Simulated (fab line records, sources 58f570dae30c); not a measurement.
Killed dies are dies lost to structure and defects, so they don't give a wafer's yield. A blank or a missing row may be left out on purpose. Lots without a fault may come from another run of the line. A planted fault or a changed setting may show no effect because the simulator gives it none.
One fault seen from 2 desks | flow berkeley_cmos170 | each desk has only its own numbers; what lay behind them comes last

THE TOOL OWNER'S DESK: pvd_sputter-02
The tool's own readings at UCB170_M1_SPUTTER_00 (material Al, target thk 600 nm, time 80 s): means of the sampled wafers that have a number, for each lot that ran on this tool. A lot is out of limits, marked OUT, if its mean lies more than 4 standard deviations from the usual mean; the brackets give that distance.
Columns: A = cathode_dc_power_W at UCB170_M1_SPUTTER_00, usual 5999.9 W; B = chamber_pressure_pa at UCB170_M1_SPUTTER_00, usual 0.5001 Pa; C = throttle_valve_pct at UCB170_M1_SPUTTER_00, usual 29.9 %
lot  | first seen here | A      | B                | C
L214 | day 7 13:44     | 6000.0 | 0.5004           | 29.3
L216 | day 8 12:22     | 5999.4 | 0.4998           | 30.7
L217 | day 8 15:07     | 6000.1 | 0.5522 (+59) OUT | 28.3
L219 | day 9 10:08     | 6000.5 | 0.5525 (+59) OUT | 28.5
L231 | day 11 16:29    | 5998.8 | 0.4998           | 30.2
This desk's finding: out of limits on L217, L219; first on L217, day 8 15:07 (chamber_pressure_pa at UCB170_M1_SPUTTER_00). In limits: L214, L216, L231.

THE METROLOGY DESK
What the gauges read, lot by lot, whatever tool the lot ran on: means of the sampled wafers that have a number. A lot is out of limits, marked OUT, if its mean lies more than 4 standard deviations from the usual mean; the brackets give that distance.
Columns: A = CONTACT_PSG_THK at UCB170_CONTACT_THK_MEAS_02, usual 699 nm; B = M1_AL_RS at UCB170_M1_RS_MEAS_01, usual 0.0484 ohm/sq; C = M1_AL_THK at UCB170_M1_THK_MEAS_02, usual 608 nm
lot  | first seen here | A   | B      | C
L211 | day 7 10:32     | 690 | 0.0484 | 605
L214 | day 7 10:32     | 700 | 0.0490 | 600
L212 | day 7 10:33     | 696 | 0.0483 | 605
L213 | day 7 11:35     | 698 | 0.0490 | 600
L216 | day 8 09:49     | 707 | 0.0482 | 612
L215 | day 8 11:35     | 702 | 0.0481 | 605
L217 | day 8 11:35     | 699 | 0.0501 | 592
L219 | day 9 06:43     | 691 | 0.0502 | 582
L227 | day 10 13:38    | 703 | 0.0483 | 613
L229 | day 10 18:43    | 697 | 0.0483 | 607
L228 | day 10 18:54    | 705 | 0.0488 | 601
L231 | day 11 12:55    | 697 | 0.0483 | 608
L232 | day 11 12:55    | 695 | 0.0473 | 622
L233 | day 11 14:28    | 695 | 0.0478 | 610
This desk's finding: nothing out of limits on any of the 14 lots.

PUT TOGETHER
The tool owner's desk could have raised an alarm at day 8 15:07, on L217, L219.
The metrology desk saw nothing out of limits.
The metrology desk has L217, L219 on record, within its limits.
Of the lots named, all ran UCB170_M1_SPUTTER_00 on pvd_sputter-02.

WHAT THE SIMULATOR HAD PUT IN
Process parameter drift: pvd_sputter-02, from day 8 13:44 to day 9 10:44, at UCB170_M1_SPUTTER_00. Setting chamber_pressure_pa, moved by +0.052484, from 0.5. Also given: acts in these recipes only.
Lots struck among those shown: L217, L219.
Hours from the fault's start to each desk's first reading out of limits: the tool owner's desk, 1.
